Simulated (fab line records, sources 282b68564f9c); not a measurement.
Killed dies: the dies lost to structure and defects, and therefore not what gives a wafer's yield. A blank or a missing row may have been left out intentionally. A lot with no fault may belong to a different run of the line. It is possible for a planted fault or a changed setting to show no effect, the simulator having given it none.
Comparing a struck lot with a sound one | flow rit cmos | 39 steps out of a route of 202
Sound: the wafers L372.3, L372.5, L372.6. Struck: wafers L380.1, L380.5, L380.6. The cause comes at the end.
At each step with rows: each side's tool, then ch and its chambers, then its first start. Under that, the readings that differ: sound wafers | struck wafers | difference of the means | sigmas: that difference in standard deviations of wafers without a fault.
alike: a reading whose means differ by less than 2 such deviations, as well as words and numbers matching on both sides. not compared: withheld readings; readings where some wafer has no value; bounds like >300 that might hide an equal value; numbers whose values overlap and for which the record gives no deviation.
Wherever a step has rows on one side only, a row that says differs or no value, or a row with sigmas, the two part there. Numbers that have no deviation but don't overlap get no sigmas and don't part them. Lack of a reading on every wafer of one side parts them only where that side has two or more wafers.

first, 3 steps without rows for these wafers: RIT_GATE_EXPOSE_13 (exposes mask M6, target cd 150 nm); RIT_GATE_PEB_14; RIT_GATE_DEVELOP_15 (develop time 50 s).
RIT_GATE_CD_MEAS_16: target cd 150 nm.
  sound: cd sem-01 at day 2 15:58; struck: cd sem-02 at day 4 08:43
  alike: cd nm
RIT_GATE_OVL_MEAS_17:
  sound: overlay-01 at day 2 16:04; struck: overlay-01 at day 4 08:50
  alike: GATE_OVL
then, 1 step without rows for these wafers: RIT_GATE_HARDBAKE_18 (time 60 s).
RIT_GATE_ETCH_19: etches poly-Si in SF6/CHF3/O2, stops on SiO2, time 165 s, target depth 312.5 nm.
  sound on rie si-01 ch 0,1, day 2 16:14; struck on rie si-01 ch 0,2, day 4 09:01
  alike: drypump motor current A, oes product au, rf fwd power W, throttle valve pct
  not compared: rf hours counter h
RIT_GATE_STRIP_20: strips in O2, time 180 s.
  sound on plasma asher-04 ch 0,1, day 2 16:24; struck on plasma asher-01 ch 0,1, day 4 09:07
  alike: drypump motor current A
  not compared: rf hours counter h
RIT_GATE_CD_MEAS_90: target cd 150 nm.
  sound: cd sem-02 at day 2 16:34; struck: cd sem-02 at day 4 09:18
  alike: cd nm
then, 3 steps without rows for these wafers: RIT_REOX_CLEAN_00 (cleans in SC1, time 600 s); RIT_REOX_CLEAN_01 (cleans in dHF, time 30 s); RIT_REOX_CLEAN_02 (cleans in SC2, time 600 s).
RIT_REOX_OXIDATION_03: target thk 25.2 nm, ox time 5580 s.
  sound on furnace-01 ch 0, day 2 18:58; struck on furnace-01 ch 0, day 4 10:03
  reading                                     | sound                | struck               | difference | sigmas
  spike tc centre C (C)                       | 900.3 902.1 901.8    | 895.0 893.7 893.4    | -7.4       | -5
  spike tc source C (C)                       | 923.9 924.2 924.3    | 917.8 915.6 917.0    | -7.3       | -4
  tube center temp C (C)                      | 900.02 899.97 900.06 | 893.11 893.22 893.25 | -6.82      | -79
  tube_center_temp_C_max                      | 901.9 902.5 902.3    | 895.4 895.2 895.5    | -6.9       | -17
  zone power source pct (%)                   | 28.7 28.4 28.4       | 28.0 27.4 27.8       | -0.8       | -2
  model.SiO2_of_REOX_OXIDATION_03.thk nm (nm) | 25.42 25.19 24.85    | 23.33 24.02 23.59    | -1.51      |
RIT_REOX_THK_MEAS_04:
  sound: film metro-04 at day 2 21:32; struck: film metro-04 at day 4 12:36
  reading             | sound          | struck         | difference | sigmas
  REOX_OXIDE_THK (nm) | 25.5 25.2 24.9 | 23.4 24.0 23.6 | -1.5       | -3
then, 6 steps without rows for these wafers: RIT_NLDD_HMDS_00 (prime time 60 s); RIT_NLDD_COAT_01 (resist thk 1000 nm); RIT_NLDD_SOFTBAKE_02 (time 60 s); RIT_NLDD_EXPOSE_03 (exposes mask M7, target cd 40700 nm); RIT_NLDD_PEB_04; RIT_NLDD_DEVELOP_05 (develop time 50 s).
RIT_NLDD_OVL_MEAS_06:
  sound: overlay-01 at day 2 22:33; struck: overlay-02 at day 4 13:31
  alike: NLDD_OVL
then, 2 steps without rows for these wafers: RIT_NLDD_HARDBAKE_07 (time 60 s); RIT_NLDD_IMPLANT_08.
RIT_NLDD_STRIP_09: strips in O2, time 180 s.
  sound on plasma asher-02 ch 0,1, day 2 22:56; struck on plasma asher-03 ch 0,1, day 4 13:51
  alike: drypump motor current A
  not compared: rf hours counter h
RIT_NLDD_TW_MEAS_10:
  sound: film metro-01 at day 2 23:04; struck: film metro-01 at day 4 14:01
  alike: NLDD_TW
then, 6 steps without rows for these wafers: RIT_PLDD_HMDS_00 (prime time 60 s); RIT_PLDD_COAT_01 (resist thk 1000 nm); RIT_PLDD_SOFTBAKE_02 (time 60 s); RIT_PLDD_EXPOSE_03 (exposes mask M8, target cd 40900 nm); RIT_PLDD_PEB_04; RIT_PLDD_DEVELOP_05 (develop time 50 s).
RIT_PLDD_OVL_MEAS_06:
  sound: overlay-02 at day 3 00:06; struck: overlay-02 at day 4 14:56
  alike: PLDD_OVL
then, 2 steps without rows for these wafers: RIT_PLDD_HARDBAKE_07 (time 60 s); RIT_PLDD_IMPLANT_08.
RIT_PLDD_STRIP_09: strips in O2, time 180 s.
  sound on plasma asher-01 ch 0,1, day 3 00:29; struck on plasma asher-02 ch 0,1, day 4 15:29
  alike: drypump motor current A
  not compared: rf hours counter h
RIT_PLDD_TW_MEAS_10:
  sound: film metro-03 at day 3 00:37; struck: film metro-04 at day 4 15:39
  alike: PLDD_TW
RIT_SPACER_CLEAN_00: cleans in SC1, time 600 s.
  sound on wet bench-03 ch 1, day 3 00:40; struck on wet bench-02 ch 2, day 4 15:43
  reading                                     | sound             | struck            | difference | sigmas
  model.SiO2_of_REOX_OXIDATION_03.thk nm (nm) | 23.46 23.26 22.94 | 21.51 22.14 21.75 | -1.42      |
then, 1 step without rows for these wafers: RIT_SPACER_CLEAN_01 (cleans in dHF, time 30 s).
RIT_M1_PROBE_99:
  sound: prober-02 at day 3 14:04; struck: prober-02 at day 5 05:54
  reading                             | sound             | struck            | difference | sigmas
  model.etest.pldd.rs ohm sq          | 526.7 515.2 503.6 | 458.3 492 474.2   | -40.3      |
  model.etest.pldd.line ohm um        | 164.4 159.4 157.7 | 144.5 153.2 147.1 | -12.2      |
  model.etest.pmos turned.drive ua um | 186.3 191.6 191.6 | 200.9 194 199.6   | +8.3       |
  alike: killed at contacts, killed at front end, killed dies, killed open, killed short
  not compared: model.etest.pmos turned.r on ohm um, model.etest.nldd.rs ohm sq, model.etest.nmos turned.drive ua um, model.etest.nldd.line ohm um, model.etest.nmos turned.isub log10 a um

== WHERE THEY PART ==
First at RIT_REOX_OXIDATION_03; last, within this record, at RIT_REOX_THK_MEAS_04. Later steps at which nothing parts them and some readings are alike: RIT_NLDD_OVL_MEAS_06, RIT_NLDD_STRIP_09, RIT_NLDD_TW_MEAS_10, RIT_PLDD_OVL_MEAS_06, RIT_PLDD_STRIP_09, RIT_PLDD_TW_MEAS_10, RIT_M1_PROBE_99.

WHY: what had been put in by the simulator
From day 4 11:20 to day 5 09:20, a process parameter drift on furnace-01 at RIT_REOX_OXIDATION_03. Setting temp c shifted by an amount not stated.
